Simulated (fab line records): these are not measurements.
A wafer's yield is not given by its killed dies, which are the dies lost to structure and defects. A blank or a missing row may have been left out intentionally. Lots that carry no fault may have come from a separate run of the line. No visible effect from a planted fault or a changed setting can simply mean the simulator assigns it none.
Which of the tools did it?    flow berkeleyCmos170    18 wafers from 6 lots sampled at 2 of the route's 331 steps

== WHAT THE GAUGES SHOWED, per wafer ==
UCB170_SPACER_THK_MEAS_01.
lot   measured      on            SPACER_TEOS_THK (nm)
L946  day 7 08:27   filmMetro-02  382 382 384
L952  day 8 09:09   filmMetro-03  375 375 386
L957  day 9 20:22   filmMetro-03  413 418 424 414 418 424
L961  day 9 20:22   filmMetro-02  365 363 367
L965  day 10 19:26  filmMetro-02  367 372 377
L966  day 11 06:51  filmMetro-02  370 378 380

== WHAT TOOL EACH LOT RAN ON (gives the tool, then ch and the chambers of the sampled wafers, and finally the start) ==
lot   UCB170_SPACER_CVD_00
L946  pecvd-02 ch 0,1,2, day 7 08:24
L952  pecvd-04 ch 0,1, day 8 09:06
L957  pecvd-03 ch 0,1, day 9 20:19
L961  pecvd-04 ch 0,1,2, day 9 20:19
L965  pecvd-02 ch 0,1,2, day 10 19:24
L966  pecvd-04 ch 1,2, day 11 06:47
- UCB170_SPACER_CVD_00: deposits SiO2 from TEOS/O2, target thk 376 nm, time 47 s.

== THE ANSWER, worked out from the rows above alone ==
Rule: the usual values come from the lots themselves. Put in order of their means at a reading, lots are off if they are a third of the lots or fewer, leave a main group of 4 or more, and stand apart from it by a gap of 3 or more times the standard deviation of the main group's means; of several such gaps the widest counts. Not used: any main group whose means are identical at the precision the tables above print for the reading. Also off: a lot with no number at a reading for which 4 or more lots have one. All remaining lots with rows at the step are treated as sound.
Off: at UCB170_SPACER_THK_MEAS_01 (SPACER_TEOS_THK), L957. Mean 375 nm and standard deviation 6 in the main group.
If a tool, at a process step before that reading, ran all the lots that are off and no sound lot after the first of them, it fits. The gauges at UCB170_SPACER_THK_MEAS_01 are tried like those tools. Can't be told from this: 2 tools fit, pecvd-03 at UCB170_SPACER_CVD_00, filmMetro-03 at UCB170_SPACER_THK_MEAS_01.

== WHAT THE SIMULATOR HAD PUT IN ==
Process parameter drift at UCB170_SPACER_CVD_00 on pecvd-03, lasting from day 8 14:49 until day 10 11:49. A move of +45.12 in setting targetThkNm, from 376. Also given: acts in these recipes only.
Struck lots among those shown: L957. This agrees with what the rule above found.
